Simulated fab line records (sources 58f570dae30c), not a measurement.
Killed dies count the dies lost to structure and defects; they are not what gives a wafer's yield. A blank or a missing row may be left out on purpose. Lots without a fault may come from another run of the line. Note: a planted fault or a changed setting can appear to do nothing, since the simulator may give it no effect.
Lot-split experiment | flow berkeley_cmos170 | on a route of 331 steps: 5 lots, 23 wafers read

== THE SPLIT ==
At UCB170_NWELL_IMPLANT_14, the setting dose_cm2 was moved away from the recipe's 1e+13 on 11 of the 23 wafers read, by +3.6% to +5.3%. This setting was run at the recipe's value on the other wafers.

== FROM SPLIT TO READING: 1 step shown by the file between the two ==
- UCB170_NWELL_STRIP_15: strips in O2

== THE READING ==
NWELL_TW, at UCB170_NWELL_TW_MEAS_16. On this fab line, fault-free wafers typically give 1254 with a standard deviation of 5.4.

wafer  | tool, chamber at the split | dose_cm2 as run | against the recipe | NWELL_TW | against lot-mates on the recipe
L075.3 | implanter-01, 0            | 1e+13           | recipe             | 1257     | -
L075.4 | implanter-01, 0            | 1e+13           | recipe             | 1261     | -
L075.5 | implanter-01, 0            | 1e+13           | recipe             | 1267     | -
L076.1 | implanter-04, 0            | 1.045e+13       | +4.5%              | 1282     | +23
L076.2 | implanter-04, 0            | 1e+13           | recipe             | 1258     | -
L076.4 | implanter-04, 0            | 1e+13           | recipe             | 1261     | -
L076.5 | implanter-04, 0            | 1e+13           | recipe             | 1258     | -
L076.6 | implanter-04, 0            | 1.045e+13       | +4.5%              | 1281     | +22
L077.1 | implanter-01, 0            | 1e+13           | recipe             | 1250     | -
L077.3 | implanter-01, 0            | 1.038e+13       | +3.8%              | 1268     | +14
L077.4 | implanter-01, 0            | 1e+13           | recipe             | 1258     | -
L077.5 | implanter-01, 0            | 1.038e+13       | +3.8%              | 1272     | +18
L077.6 | implanter-01, 0            | 1.038e+13       | +3.8%              | 1269     | +15
L079.1 | implanter-04, 0            | 1.053e+13       | +5.3%              | 1279     | +29
L079.3 | implanter-04, 0            | 1.053e+13       | +5.3%              | 1274     | +24
L079.4 | implanter-04, 0            | 1.053e+13       | +5.3%              | 1277     | +27
L079.5 | implanter-04, 0            | 1e+13           | recipe             | 1248     | -
L079.6 | implanter-04, 0            | 1e+13           | recipe             | 1252     | -
L082.1 | implanter-04, 0            | 1e+13           | recipe             | 1260     | -
L082.2 | implanter-04, 0            | 1e+13           | recipe             | 1260     | -
L082.3 | implanter-04, 0            | 1.036e+13       | +3.6%              | 1270     | +10
L082.4 | implanter-04, 0            | 1.036e+13       | +3.6%              | 1273     | +13
L082.5 | implanter-04, 0            | 1.036e+13       | +3.6%              | 1269     | +9

THE FIT
A straight line over all 23 wafers: NWELL_TW changes by +3.89 for each +1% of dose_cm2; r = +0.89; the points scatter about the line by 4.6.
The same after taking each lot's own level away (the mean of its wafers on the recipe; 23 wafers): +4.55 for each +1%; r = +0.95; scatter 3.5.
That fit puts the effect of the largest move of dose_cm2 on the reading at 24.
The span of the lots' own levels, 1250.0 to 1261.7, comes to 2.2 times the standard deviation stated above.
Thus the slope moves with the lot-to-lot level: the two fits are different.
Check: for one of the wafers moved furthest among these (+5.3%), held out of the fit, the line's prediction against its lot-mates is +22.8. Against them it came out at +29.

== THE OTHER SPLITS THESE WAFERS WENT THROUGH ==
Before the reading, these wafers also passed through other splits. Each is held against what the fit with the lots' levels taken away leaves over:
other split on the same wafers      | wafers away from the commonest value | r with NWELL_TW (lot level and that fit taken away)
UCB170_START_OXIDATION_02 ox_time_s | 15                                   | +0.46
UCB170_NWELL_PEB_10 peb_temp_c      | 12                                   | -0.43

== FILE'S OWN FIT ==
NWELL_TW changes by +4.42 for each +1% of dose_cm2, r = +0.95.
